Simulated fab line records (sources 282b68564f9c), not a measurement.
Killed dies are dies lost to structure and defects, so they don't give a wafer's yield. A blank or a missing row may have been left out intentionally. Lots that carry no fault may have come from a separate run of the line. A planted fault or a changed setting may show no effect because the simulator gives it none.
fab line records	flow ritCmos
record: lots: 5	wafers: 15	lastDay: 6
route steps=202 shown PSD@148 SDANNEAL@153 NSD@158 PLDD@159 NLDD@160 SILICIDE@161 CONTACT@168
lots that met no fault: taken from a fault-free run of the same line
startH: hours from the record's first day to the start of the lot's first wafer shown	waitH: how many hours have passed since the lot's step before this one	" repeats the value in the row above	L1.1+2: a single row standing in for several wafers	- no value, or no start given	* or withheld: withheld	< > ~ a bound
route shown NAME@n: names a module that has steps shown in the file, with the first one's number in the route	usual: mean and standard deviation over wafers with no fault	same: alike in all rows	chamber/n: place in a boat	sites: the reading at each site	_std_site: the standard deviation of these	_edge_site: inner sites' mean taken away from outer sites' mean	radiusMm: how far each site lies from the wafer's centre	mask NAME#n: copy n	behind: the last tool/chamber to shape the wafer	hold: why the lot went on hold/how many hours it stayed there/how the hold came to an end	device: which transistor (n, p or np) failed to switch	end of line: tests run on the same wafers once the route is complete	where a step has no rows: the recipe by itself	killed: not the wafer's yield, but the dies lost to structure and defects at the first sort	map: dies across one wafer; x = killed, . = not, _ = none there
set.NAME: setting as actually run; set.NAME@STEP: the setting as run at that earlier step	model.NAME: the simulator's own value behind a step, which no gauge read
lots at selected steps of the route; one table per step, one row per wafer
services: when a tool's chamber went out of use (startH, in hours from the record's first day, below 0 if earlier), for how many hours, and the reason
== steps ==
step: RIT_PSD_OVL_MEAS_06
usual: PSD_OVL: 0.5/1.5
lot.wafer	tool	chamber	startH	waitH	PSD_OVL[nm]
L084.2	overlay-01	-	98.57	-	2.0
L084.5	"	-	"	"	2.3
L084.6	"	-	"	"	2.0
L085.1	overlay-02	-	105.40	-	-0.4
L085.2	"	-	"	"	-1.6
L085.3	"	-	"	"	1.7
L089.3	overlay-02	-	122.89	-	2.4
L089.5	"	-	"	"	0.3
L089.6	"	-	"	"	1.7
L091.1	overlay-01	-	134.47	-	0.3
L091.2	"	-	"	"	-0.8
L091.6	"	-	"	"	-0.4
L093.1	overlay-02	-	144.94	-	-0.4
L093.2	"	-	"	"	-0.1
L093.6	"	-	"	"	1.1
step: RIT_PSD_HARDBAKE_07
recipe: resist: NOVOLAK	tempC: 140	timeS: 60
usual: exhaustPa: 44.9/0.83
lot.wafer	tool	chamber	startH	waitH	exhaustPa
L084.2	lithoTrack-02	0	98.62	0.0	45.1
L084.5	"	0	"	"	45.2
L084.6	"	0	"	"	44.3
L085.1	lithoTrack-01	0	105.43	0.0	43.8
L085.2	"	0	"	"	44.3
L085.3	"	0	"	"	44.1
L089.3	lithoTrack-01	0	122.96	0.1	45.1
L089.5	"	0	"	"	45.6
L089.6	"	0	"	"	45.4
L091.1	lithoTrack-02	0	134.50	0.0	45.5
L091.2	"	0	"	"	44.2
L091.6	"	0	"	"	46.1
L093.1	lithoTrack-03	0	144.97	0.0	44.5
L093.2	"	0	"	"	45.2
L093.6	"	0	"	"	45.0
step: RIT_PSD_IMPLANT_08
recipe: species: BF2	energyKev: 27	doseCm2: 5e+15	tiltDeg: 7
usual: doseIonsCm2: 5.001e+15/5.4e+12	faradayCurrentUA: 11934/1300	tiltDeg: 7.003/0.019
lot.wafer	tool	chamber	startH	waitH	doseIonsCm2	faradayCurrentUA	tiltDeg
L084.2	implanter-03	0	98.77	0.1	4.993e+15	10157	6.990
L084.5	"	0	"	"	4.993e+15	11017	7.005
L084.6	"	0	"	"	4.987e+15	10083	7.004
L085.1	implanter-01	0	105.58	0.1	5.004e+15	11744	6.970
L085.2	"	0	"	"	5.003e+15	11036	7.008
L085.3	"	0	"	"	5.004e+15	11387	7.002
L089.3	implanter-03	0	123.11	0.1	4.992e+15	10511	7.042
L089.5	"	0	"	"	4.996e+15	10404	7.035
L089.6	"	0	"	"	5.007e+15	10678	7.033
L091.1	implanter-01	0	134.65	0.1	5.009e+15	11491	7.008
L091.2	"	0	"	"	5.007e+15	11370	6.999
L091.6	"	0	"	"	5.004e+15	11269	7.007
L093.1	implanter-01	0	145.12	0.1	5.002e+15	11497	7.047
L093.2	"	0	"	"	5.004e+15	11455	7.010
L093.6	"	0	"	"	5.01e+15	11245	6.994
step: RIT_PSD_STRIP_09
recipe: chemistry: O2	timeS: 180	resist: NOVOLAK	platenTempC: withheld	powerW: 500	pressureMtorr: 4000	o2FlowSccm: 4000
usual: drypumpMotorCurrentA: 5.62/0.29
lot.wafer	tool	chamber	startH	waitH	drypumpMotorCurrentA	rfHoursCounterH
L084.2	plasmaAsher-03	1	98.90	0.1	5.48	47
L084.5	"	1	"	"	5.46	-
L084.6	"	0	"	"	5.22	-
L085.1	plasmaAsher-04	0	105.73	0.1	5.85	48
L085.2	"	1	"	"	5.52	48
L085.3	"	0	"	"	5.88	-
L089.3	plasmaAsher-03	1	123.27	0.1	5.45	-
L089.5	"	1	"	"	5.46	-
L089.6	"	0	"	"	5.22	-
L091.1	plasmaAsher-04	0	134.80	0.1	5.89	52
L091.2	"	1	"	"	5.52	52
L091.6	"	0	"	"	5.89	-
L093.1	plasmaAsher-01	0	145.27	0.1	5.38	2
L093.2	"	1	"	"	6.04	2
L093.6	"	1	"	"	6.03	-
step: RIT_PSD_TW_MEAS_10
usual: PSD_TW: 3427/20
lot.wafer	tool	chamber	startH	waitH	PSD_TW
L084.2	filmMetro-01	-	99.08	0.1	3463
L084.5	"	-	"	"	3457
L084.6	"	-	"	"	3447
L085.1	filmMetro-01	-	105.91	0.1	3432
L085.2	"	-	"	"	3440
L085.3	"	-	"	"	3453
L089.3	filmMetro-01	-	123.41	0.1	3437
L089.5	"	-	"	"	3440
L089.6	"	-	"	"	3454
L091.1	filmMetro-01	-	134.98	0.1	3442
L091.2	"	-	"	"	3420
L091.6	"	-	"	"	3435
L093.1	filmMetro-04	-	145.45	0.1	3399
L093.2	"	-	"	"	3432
L093.6	"	-	"	"	3392
step: RIT_SDANNEAL_CLEAN_00
recipe: chemistry: SC1	mix: 3:3:50	timeS: 600	tempC: 75
lot.wafer	tool	chamber	startH	waitH
L084.2+5+6	wetBench-03	1	99.13	0.0
L085.1+2+3	wetBench-03	0	105.97	0.1
L089.3+5+6	wetBench-02	1	123.45	0.0
L091.1+2+6	wetBench-04	1	135.04	0.1
L093.1+2+6	wetBench-02	0	145.51	0.1
step: RIT_SDANNEAL_CLEAN_01
recipe: chemistry: dHF	dilution: 50:1	timeS: 30
lot.wafer	tool	chamber	startH	waitH
L084.2+5+6	wetBench-04	0	99.31	0.0
L085.1+2+3	wetBench-02	2	106.14	0.0
L089.3+5+6	wetBench-03	3	123.67	0.0
L091.1+2+6	wetBench-02	2	135.21	0.0
L093.1+2+6	wetBench-03	2	145.68	0.0
step: RIT_SDANNEAL_CLEAN_02
recipe: chemistry: SC2	mix: 3:3:50	timeS: 600	tempC: 75	dry: n2Spin
lot.wafer	tool	chamber	startH	waitH
L084.2+5+6	wetBench-03	1	99.32	0.0
L085.1+2+3	wetBench-03	1	106.16	0.0
L089.3+5+6	wetBench-03	3	123.68	0.0
L091.1+2+6	wetBench-03	2	135.23	0.0
L093.1+2+6	wetBench-04	1	145.70	0.0
step: RIT_SDANNEAL_RTA_03
recipe: tempC: 1050	timeS: 5	idleTempC: 600	rampUpCPerS: 342	rampDownCPerS: 171	coolToC: 600	ambient: N2
usual: annealTempCMax: 1057.3/1.4	wafer_temp_C_max: 1053.5/1.1
lot.wafer	tool	chamber	startH	waitH	annealTempCMax	wafer_temp_C_max
L084.2	rtpAnneal-01	0	99.51	0.0	1058.6	1053.8
L084.5	"	0	"	"	1057.5	1052.0
L084.6	"	0	"	"	1058.1	1052.1
L085.1	rtpAnneal-02	0	106.33	0.0	1058.3	1054.3
L085.2	"	0	"	"	1058.0	1056.3
L085.3	"	0	"	"	1056.6	1053.4
L089.3	rtpAnneal-02	0	123.88	0.0	1059.6	1053.4
L089.5	"	0	"	"	1056.6	1055.4
L089.6	"	0	"	"	1057.2	1054.7
L091.1	rtpAnneal-02	0	135.41	0.0	1060.0	1052.6
L091.2	"	0	"	"	1060.9	1052.2
L091.6	"	0	"	"	1059.0	1054.1
L093.1	rtpAnneal-02	0	145.88	0.0	1058.0	1051.7
L093.2	"	0	"	"	1056.6	1054.3
L093.6	"	0	"	"	1058.5	1053.7
step: RIT_SDANNEAL_RS_MEAS_04
recipe: thkMeasGauge: four-point-probe
usual: PSD_RS: 115.9/0.36
lot.wafer	tool	chamber	startH	waitH	PSD_RS[ohm/sq]
L084.2	filmMetro-04	-	99.58	0.1	115.8
L084.5	"	-	"	"	115.8
L084.6	"	-	"	"	116.1
L085.1	filmMetro-04	-	106.39	0.0	116.1
L085.2	"	-	"	"	115.9
L085.3	"	-	"	"	115.8
L089.3	filmMetro-01	-	123.96	0.1	115.4
L089.5	"	-	"	"	115.2
L089.6	"	-	"	"	115.3
L091.1	filmMetro-03	-	135.46	0.0	115.9
L091.2	"	-	"	"	115.6
L091.6	"	-	"	"	115.1
L093.1	filmMetro-01	-	145.93	0.0	115.2
L093.2	"	-	"	"	115.3
L093.6	"	-	"	"	115.2
step: RIT_SDANNEAL_RS_MEAS_05
recipe: thkMeasGauge: four-point-probe
usual: NSD_RS: 84.5/0.34
lot.wafer	tool	chamber	startH	waitH	NSD_RS[ohm/sq]
L084.2	filmMetro-04	-	99.70	0.1	84.7
L084.5	"	-	"	"	84.5
L084.6	"	-	"	"	84.6
L085.1	filmMetro-04	-	106.51	0.1	85.1
L085.2	"	-	"	"	85.0
L085.3	"	-	"	"	85.1
L089.3	filmMetro-01	-	124.08	0.1	84.3
L089.5	"	-	"	"	84.3
L089.6	"	-	"	"	84.4
L091.1	filmMetro-03	-	135.58	0.1	84.3
L091.2	"	-	"	"	84.4
L091.6	"	-	"	"	84.5
L093.1	filmMetro-01	-	146.05	0.1	83.9
L093.2	"	-	"	"	83.9
L093.6	"	-	"	"	84.1
step: RIT_SDANNEAL_RS_MEAS_06
recipe: thkMeasGauge: four-point-probe
usual: PLDD_RS: 178.6/0.68
lot.wafer	tool	chamber	startH	waitH	PLDD_RS[ohm/sq]
L084.2	filmMetro-04	-	99.82	0.1	179.6
L084.5	"	-	"	"	179.2
L084.6	"	-	"	"	179.1
L085.1	filmMetro-04	-	106.63	0.1	178.7
L085.2	"	-	"	"	179.0
L085.3	"	-	"	"	179.1
L089.3	filmMetro-01	-	124.20	0.1	177.1
L089.5	"	-	"	"	177.5
L089.6	"	-	"	"	177.0
L091.1	filmMetro-03	-	135.70	0.1	178.7
L091.2	"	-	"	"	178.5
L091.6	"	-	"	"	178.4
L093.1	filmMetro-01	-	146.17	0.1	178.4
L093.2	"	-	"	"	177.4
L093.6	"	-	"	"	177.7
step: RIT_SDANNEAL_RS_MEAS_07
recipe: thkMeasGauge: four-point-probe
usual: NLDD_RS: 151.5/0.56
lot.wafer	tool	chamber	startH	waitH	NLDD_RS[ohm/sq]
L084.2	filmMetro-04	-	99.94	0.1	151.4
L084.5	"	-	"	"	151.4
L084.6	"	-	"	"	151.4
L085.1	filmMetro-04	-	106.75	0.1	152.0
L085.2	"	-	"	"	151.9
L085.3	"	-	"	"	152.0
L089.3	filmMetro-01	-	124.32	0.1	152.3
L089.5	"	-	"	"	152.5
L089.6	"	-	"	"	152.2
L091.1	filmMetro-03	-	135.82	0.1	152.0
L091.2	"	-	"	"	152.4
L091.6	"	-	"	"	152.3
L093.1	filmMetro-01	-	146.29	0.1	150.9
L093.2	"	-	"	"	150.8
L093.6	"	-	"	"	150.8
step: RIT_SILICIDE_WET_ETCH_00
recipe: chemistry: BOE	target: SiO2	targetDepthNm: 14	timeS: 15	dry: n2Spin	dilution: 10:1	tempC: 21.5
lot.wafer	tool	chamber	startH	waitH
L084.2+5+6	wetBench-04	1	100.04	0.1
L085.1+2+3	wetBench-02	2	106.87	0.1
L089.3+5+6	wetBench-01	2	124.40	0.1
L091.1+2+6	wetBench-01	1	135.94	0.1
L093.1+2+6	wetBench-01	3	146.41	0.1
step: RIT_SILICIDE_SPUTTER_01
recipe: material: Ti	targetThkNm: 30	powerW: 350	chamberPressurePa: 0.667	gas: Ar	timeS: 240	substrateTempC: 25
usual: throttleValvePct: 29.7/0.87
lot.wafer	tool	chamber	startH	waitH	throttleValvePct
L084.2	pvdSputter-03	-	100.05	0.0	29.9
L084.5	"	-	"	"	29.1
L084.6	"	-	"	"	29.9
L085.1	pvdSputter-04	-	106.89	0.0	30.3
L085.2	"	-	"	"	30.9
L085.3	"	-	"	"	31.4
L089.3	pvdSputter-03	-	124.41	0.0	29.7
L089.5	"	-	"	"	30.8
L089.6	"	-	"	"	29.1
L091.1	pvdSputter-03	-	135.96	0.0	29.8
L091.2	"	-	"	"	28.6
L091.6	"	-	"	"	29.7
L093.1	pvdSputter-03	-	146.43	0.0	29.5
L093.2	"	-	"	"	29.8
L093.6	"	-	"	"	29.9
step: RIT_SILICIDE_RS_MEAS_02
recipe: thkMeasGauge: four-point-probe	reads: Ti_of_SILICIDE_SPUTTER_01
usual: SILICIDE_TI_RS: 48.1/0.68
lot.wafer	tool	chamber	startH	waitH	SILICIDE_TI_RS[ohm/sq]
L084.2	filmMetro-02	-	100.22	0.1	49.4
L084.5	"	-	"	"	48.5
L084.6	"	-	"	"	49.3
L085.1	filmMetro-02	-	107.04	0.1	47.8
L085.2	"	-	"	"	48.8
L085.3	"	-	"	"	47.8
L089.3	filmMetro-04	-	124.60	0.1	48.7
L089.5	"	-	"	"	48.1
L089.6	"	-	"	"	48.2
L091.1	filmMetro-02	-	136.11	0.1	48.3
L091.2	"	-	"	"	47.5
L091.6	"	-	"	"	49.0
L093.1	filmMetro-04	-	146.58	0.1	49.4
L093.2	"	-	"	"	49.5
L093.6	"	-	"	"	49.4
step: RIT_SILICIDE_THK_MEAS_03
recipe: thkMeasGauge: xrf	reads: Ti_of_SILICIDE_SPUTTER_01
usual: SILICIDE_TI_THK: 29.1/0.34
lot.wafer	tool	chamber	startH	waitH	SILICIDE_TI_THK[nm]
L084.2	filmMetro-02	-	100.33	0.1	28.7
L084.5	"	-	"	"	29.1
L084.6	"	-	"	"	28.6
L085.1	filmMetro-02	-	107.16	0.1	29.4
L085.2	"	-	"	"	28.9
L085.3	"	-	"	"	29.3
L089.3	filmMetro-04	-	124.70	0.1	28.6
L089.5	"	-	"	"	29.0
L089.6	"	-	"	"	29.0
L091.1	filmMetro-02	-	136.23	0.1	29.2
L091.2	"	-	"	"	29.5
L091.6	"	-	"	"	28.8
L093.1	filmMetro-04	-	146.70	0.1	28.4
L093.2	"	-	"	"	28.4
L093.6	"	-	"	"	28.5
step: RIT_SILICIDE_RTA_04
recipe: tempC: 650	timeS: 10	idleTempC: 25	rampUpS: 5	rampDownS: 5	coolToC: 25	ambient: N2
usual: annealTempCMax: 654.7/0.84	wafer_temp_C_max: 652.8/0.79
lot.wafer	tool	chamber	startH	waitH	annealTempCMax	wafer_temp_C_max
L084.2	rtpAnneal-02	0	100.39	0.1	653.6	652.8
L084.5	"	0	"	"	654.2	653.1
L084.6	"	0	"	"	654.0	652.8
L085.1	rtpAnneal-01	0	107.22	0.1	654.7	653.1
L085.2	"	0	"	"	654.2	652.3
L085.3	"	0	"	"	654.1	653.1
L089.3	rtpAnneal-01	0	124.76	0.1	655.9	652.0
L089.5	"	0	"	"	656.1	651.7
L089.6	"	0	"	"	654.7	652.2
L091.1	rtpAnneal-01	0	136.29	0.1	654.2	652.4
L091.2	"	0	"	"	654.0	651.6
L091.6	"	0	"	"	654.9	651.4
L093.1	rtpAnneal-01	0	146.76	0.1	653.9	652.4
L093.2	"	0	"	"	656.3	652.6
L093.6	"	0	"	"	654.7	653.6
step: RIT_SILICIDE_WET_ETCH_05
recipe: chemistry: SPM	target: Ti	tempC: 90	timeS: 120	dry: n2Spin
lot.wafer	tool	chamber	startH	waitH
L084.2+5+6	wetBench-02	1	100.45	0.0
L085.1+2+3	wetBench-02	1	107.28	0.1
L089.3+5+6	wetBench-04	1	124.81	0.0
L091.1+2+6	wetBench-01	1	136.35	0.1
L093.1+2+6	wetBench-04	0	146.82	0.1
step: RIT_SILICIDE_RTA_06
recipe: tempC: 750	timeS: 10	idleTempC: 25	rampUpS: 5	rampDownS: 10	coolToC: 25	ambient: N2
usual: annealTempCMax: 755.2/0.92	wafer_temp_C_max: 753.4/0.81
lot.wafer	tool	chamber	startH	waitH	annealTempCMax	wafer_temp_C_max
L084.2	rtpAnneal-01	0	100.50	0.0	756.3	752.2
L084.5	"	0	"	"	755.9	753.4
L084.6	"	0	"	"	756.7	753.5
L085.1	rtpAnneal-02	0	107.32	0.0	755.9	753.8
L085.2	"	0	"	"	755.0	754.4
L085.3	"	0	"	"	756.1	754.1
L089.3	rtpAnneal-02	0	124.87	0.0	753.6	754.3
L089.5	"	0	"	"	758.7	754.0
L089.6	"	0	"	"	755.2	753.7
L091.1	rtpAnneal-02	0	136.40	0.0	756.6	754.6
L091.2	"	0	"	"	755.6	754.4
L091.6	"	0	"	"	757.0	753.9
L093.1	rtpAnneal-02	0	146.87	0.0	754.8	753.5
L093.2	"	0	"	"	755.0	754.6
L093.6	"	0	"	"	754.5	754.0
step: RIT_CONTACT_CVD_00
recipe: material: SiO2	targetThkNm: 400	precursor: TEOS	tempC: 390	timeS: 61	rfW: 400
usual: heaterPowerW: 319/61	rfFwdPowerW: 396.8/1.8
lot.wafer	tool	chamber	startH	waitH	heaterPowerW	rfFwdPowerW
L084.2	pecvd-04	2	100.56	0.0	350	398.4
L084.5	"	1	"	"	441	395.0
L084.6	"	0	"	"	334	398.1
L085.1	pecvd-02	1	107.39	0.1	366	394.4
L085.2	"	2	"	"	220	395.7
L085.3	"	0	"	"	234	395.6
L089.3	pecvd-04	2	124.92	0.0	294	398.3
L089.5	"	0	"	"	319	399.7
L089.6	"	2	"	"	318	397.9
L091.1	pecvd-01	2	136.46	0.1	307	399.7
L091.2	"	1	"	"	279	395.2
L091.6	"	0	"	"	338	396.3
L093.1	pecvd-02	1	146.93	0.1	402	396.4
L093.2	"	2	"	"	282	399.6
L093.6	"	1	"	"	418	397.2
step: RIT_CONTACT_THK_MEAS_01
recipe: reads: SiO2_of_CONTACT_CVD_00
usual: CONTACT_TEOS_THK: 398/5.5
lot.wafer	tool	chamber	startH	waitH	CONTACT_TEOS_THK[nm]
L084.2	filmMetro-04	-	100.62	0.0	394
L084.5	"	-	"	"	402
L084.6	"	-	"	"	400
L085.1	filmMetro-01	-	107.44	0.0	389
L085.2	"	-	"	"	395
L085.3	"	-	"	"	393
L089.3	filmMetro-01	-	124.99	0.0	403
L089.5	"	-	"	"	403
L089.6	"	-	"	"	401
L091.1	filmMetro-04	-	136.51	0.0	406
L091.2	"	-	"	"	395
L091.6	"	-	"	"	401
L093.1	filmMetro-02	-	146.98	0.0	391
L093.2	"	-	"	"	390
L093.6	"	-	"	"	401
step: RIT_CONTACT_HMDS_02
recipe: primeTimeS: 60	primeTempC: 140
usual: exhaustPa: 45.0/0.92	primeTempC: 140.01/0.14
lot.wafer	tool	chamber	startH	waitH	exhaustPa	primeTempC
L084.2	lithoTrack-03	0	100.69	0.1	44.0	140.14
L084.5	"	0	"	"	45.9	139.99
L084.6	"	0	"	"	46.0	139.89
L085.1	lithoTrack-02	0	107.50	0.1	44.2	139.96
L085.2	"	0	"	"	43.4	139.84
L085.3	"	0	"	"	44.3	140.01
L089.3	lithoTrack-03	0	125.08	0.1	45.2	140.21
L089.5	"	0	"	"	46.5	140.22
L089.6	"	0	"	"	45.9	140.10
L091.1	lithoTrack-02	0	136.57	0.1	44.5	140.08
L091.2	"	0	"	"	44.4	140.06
L091.6	"	0	"	"	43.9	140.01
L093.1	lithoTrack-04	0	147.04	0.1	45.2	139.97
L093.2	"	0	"	"	43.2	139.97
L093.6	"	0	"	"	43.9	140.05
step: RIT_CONTACT_COAT_03
recipe: resist: NOVOLAK	spinRpm: 3250	resistThkNm: 1000
usual: exhaustPa: 45.0/0.96
lot.wafer	tool	chamber	startH	waitH	exhaustPa
L084.2	lithoTrack-03	0	100.84	0.1	46.6
L084.5	"	0	"	"	45.5
L084.6	"	0	"	"	46.1
L085.1	lithoTrack-02	0	107.65	0.1	43.7
L085.2	"	0	"	"	44.5
L085.3	"	0	"	"	44.6
L089.3	lithoTrack-03	0	125.23	0.1	45.2
L089.5	"	0	"	"	44.8
L089.6	"	0	"	"	45.8
L091.1	lithoTrack-02	0	136.72	0.1	45.1
L091.2	"	0	"	"	44.2
L091.6	"	0	"	"	44.1
L093.1	lithoTrack-04	0	147.19	0.1	44.4
L093.2	"	0	"	"	44.9
L093.6	"	0	"	"	44.4
step: RIT_CONTACT_SOFTBAKE_04
recipe: resist: NOVOLAK	tempC: 90	timeS: 60
usual: exhaustPa: 45.1/0.93
lot.wafer	tool	chamber	startH	waitH	exhaustPa
L084.2	lithoTrack-03	0	100.99	0.1	45.8
L084.5	"	0	"	"	46.2
L084.6	"	0	"	"	45.3
L085.1	lithoTrack-02	0	107.80	0.1	45.9
L085.2	"	0	"	"	45.1
L085.3	"	0	"	"	45.2
L089.3	lithoTrack-03	0	125.38	0.1	44.4
L089.5	"	0	"	"	43.4
L089.6	"	0	"	"	43.7
L091.1	lithoTrack-02	0	136.87	0.1	46.6
L091.2	"	0	"	"	44.1
L091.6	"	0	"	"	44.8
L093.1	lithoTrack-04	0	147.34	0.1	44.3
L093.2	"	0	"	"	46.3
L093.6	"	0	"	"	46.5
step: RIT_CONTACT_EXPOSE_05
recipe: maskId: M11	na: 0.6	sourceShape: conventional	sigmaOuter: 0.5	targetCdNm: 1000	doseMj: 250
usual: stageVelMmS: 499.99/0.21
lot.wafer	tool	chamber	startH	waitH	mask	stageVelMmS
L084.2	ilineStepper-01	0	101.14	0.1	M11#0	500.16
L084.5	"	0	"	"	M11#0	500.08
L084.6	"	0	"	"	M11#0	499.82
L085.1	ilineStepper-01	0	107.95	0.1	M11#0	499.98
L085.2	"	0	"	"	M11#0	500.24
L085.3	"	0	"	"	M11#0	499.82
L089.3	ilineStepper-01	0	125.64	0.2	M11#0	499.91
L089.5	"	0	"	"	M11#0	500.30
L089.6	"	0	"	"	M11#0	500.22
L091.1	ilineStepper-02	0	137.02	0.1	M11#0	500.27
L091.2	"	0	"	"	M11#0	500.04
L091.6	"	0	"	"	M11#0	500.15
L093.1	ilineStepper-02	0	147.62	0.2	M11#0	500.02
L093.2	"	0	"	"	M11#0	500.20
L093.6	"	0	"	"	M11#0	500.27
== services ==
tool	chamber	startH	hours	kind
pecvd-01	-	76.58	0.3	repair
wetBench-04	-	82.53	3.8	repair
implanter-03	-	84.88	6.5	repair
pecvd-01	-	91.22	28.1	pm
rtpAnneal-01	-	101.77	5.2	pm
ilineStepper-02	-	108.06	4.4	pm
pecvd-04	1	108.19	-	calibration
plasmaAsher-01	-	108.75	9.0	pm
plasmaAsher-01	0	108.75	9.0	ventCycle
plasmaAsher-01	1	108.75	9.0	ventCycle
pvdSputter-04	-	112.74	13.6	repair
plasmaAsher-03	-	114.87	0.8	repair
pvdSputter-04	-	116.17	2.6	repair
plasmaAsher-01	0	117.75	-	clean
plasmaAsher-01	1	117.75	-	clean
wetBench-04	-	122.70	1.9	pm
ilineStepper-01	0	132.16	-	calibration
pecvd-01	-	144.52	0.8	repair
== key ==
fault none
